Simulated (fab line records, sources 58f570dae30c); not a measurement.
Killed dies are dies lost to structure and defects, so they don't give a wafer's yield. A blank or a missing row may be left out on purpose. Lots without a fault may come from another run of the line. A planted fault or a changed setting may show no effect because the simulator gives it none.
Which tool did it? | flow berkeley_cmos170 | 7 lots, 21 wafers sampled, at 1 step of a route of 331

WHAT THE GAUGES READ, wafer by wafer
UCB170_V1_THK_MEAS_04.
lot  | measured     | on            | V1_POLISHED_THK (nm)
L642 | day 8 18:45  | film_metro-02 | 999.0 1000.8 1000.9
L644 | day 9 07:29  | film_metro-01 | 1001.3 1001.5 1002.6
L647 | day 9 13:08  | film_metro-03 | 1001.0 1000.4 999.1
L648 | day 9 22:32  | film_metro-03 | 1000.0 999.4 999.3
L653 | day 11 13:48 | film_metro-02 | 1001.6 1000.9 1001.3
L661 | day 13 09:56 | film_metro-03 | 1000.0 1000.9 1000.3
L663 | day 14 02:55 | film_metro-03 | 1000.2 1000.3 1001.1

WHICH TOOL RAN EACH LOT (tool, then ch and the chambers of the sampled wafers, then the start)
The record holds no process step before these readings.

THE ANSWER, worked out from the rows above alone
Rule: what is usual is taken from the lots themselves. Put in order of their means at a reading, lots are off if they are a third of the lots or fewer, leave a main group of 4 or more, and stand apart from it by a gap of 3 or more times the standard deviation of the main group's means; of several such gaps the widest counts. A main group whose means are all the same, to the digits that the tables above print for the reading, isn't used. A lot without any number at a reading at which 4 lots or more have one is off too. The other lots that the step has rows for count as sound.
No lot is off at any reading shown: from this, nothing can be told.

WHAT THE SIMULATOR HAD PUT IN
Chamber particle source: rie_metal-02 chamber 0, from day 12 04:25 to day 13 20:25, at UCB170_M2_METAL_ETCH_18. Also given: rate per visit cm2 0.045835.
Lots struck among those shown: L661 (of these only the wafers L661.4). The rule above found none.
